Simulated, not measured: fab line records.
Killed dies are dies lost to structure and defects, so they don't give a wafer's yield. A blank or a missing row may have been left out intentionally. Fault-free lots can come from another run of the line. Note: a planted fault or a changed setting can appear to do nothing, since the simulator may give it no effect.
2 desks looking at one fault | flow berkeley-cmos170 | each desk holds nothing but its own numbers, with what lay behind them at the end

METROLOGY DESK
What the gauges read for every lot (on any tool): the sampled wafers with a number, averaged. If a lot's mean is further than 4 standard deviations from the usual mean, the lot is out of limits and carries the mark OUT (the distance appears in the brackets).
Columns: A = V1_POLISHED_THK at UCB170_V1_THK_MEAS_04, usual 1000.0 nm; B = M2_AL_THK at UCB170_M2_THK_MEAS_03, usual 893 nm
lot  | first seen here | A      | B
L294 | day 7 16:22     | 999.2  | 889
L297 | day 8 03:41     | 999.5  | 891
L295 | day 8 06:24     | 1000.6 | 894
L296 | day 8 13:46     | 999.7  | 892
L298 | day 8 13:46     | 999.8  | 881
L299 | day 8 14:02     | 1001.0 | 883
L302 | day 9 05:13     | 998.6  | 901
L303 | day 9 08:35     | 1000.3 | 893
L305 | day 9 21:32     | 999.2  | 924
L306 | day 9 21:32     | 999.5  | 884
L304 | day 9 21:50     | 1001.6 | 878
L314 | day 11 16:37    | 998.5  | 894
L316 | day 12 10:46    | 998.3  | 890
L315 | day 12 11:04    | 1000.0 | 903
Result from this desk: across the 14 lots, nothing is out of limits.

THE TOOL OWNER'S DESK: implanter-02
The tool's own readings at UCB170_NSD_IMPLANT_08: means of the sampled wafers that have a number, for each lot that ran on this tool. If a lot's mean is further than 4 standard deviations from the usual mean, the lot is out of limits and carries the mark OUT (the distance appears in the brackets).
Columns: A = beam-energy-keV at UCB170_NSD_IMPLANT_08, usual 40.000
lot  | first seen here | A
L294 | day 7 00:16     | 40.005
L295 | day 7 18:22     | 39.991
L299 | day 7 20:34     | 40.014
L303 | day 8 19:38     | 40.001
L306 | day 9 05:46     | 40.014
L314 | day 10 23:22    | 39.562 (-36) OUT
L316 | day 11 19:04    | 39.574 (-35) OUT
Finding of this desk: L314, L316 out of limits; the first was L314 at day 10 23:22, on beam-energy-keV at UCB170_NSD_IMPLANT_08. In limits: L294, L295, L299, L303, L306.

TAKEN TOGETHER
At day 10 23:22, on L314, L316, the tool owner's desk was in a position to raise an alarm.
Metrology desk: nothing out of limits seen.
The metrology desk holds a record of L314, L316, inside its limits.
On implanter-02, each named lot ran UCB170_NSD_IMPLANT_08.

WHAT WAS PUT IN BY THE SIMULATOR
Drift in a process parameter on implanter-02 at UCB170_NSD_IMPLANT_08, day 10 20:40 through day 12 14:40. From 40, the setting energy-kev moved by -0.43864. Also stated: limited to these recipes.
Struck lots among those shown: L314, L316.
Delay in hours, fault start to first out-of-limits reading, by desk: the tool owner's desk at 3.
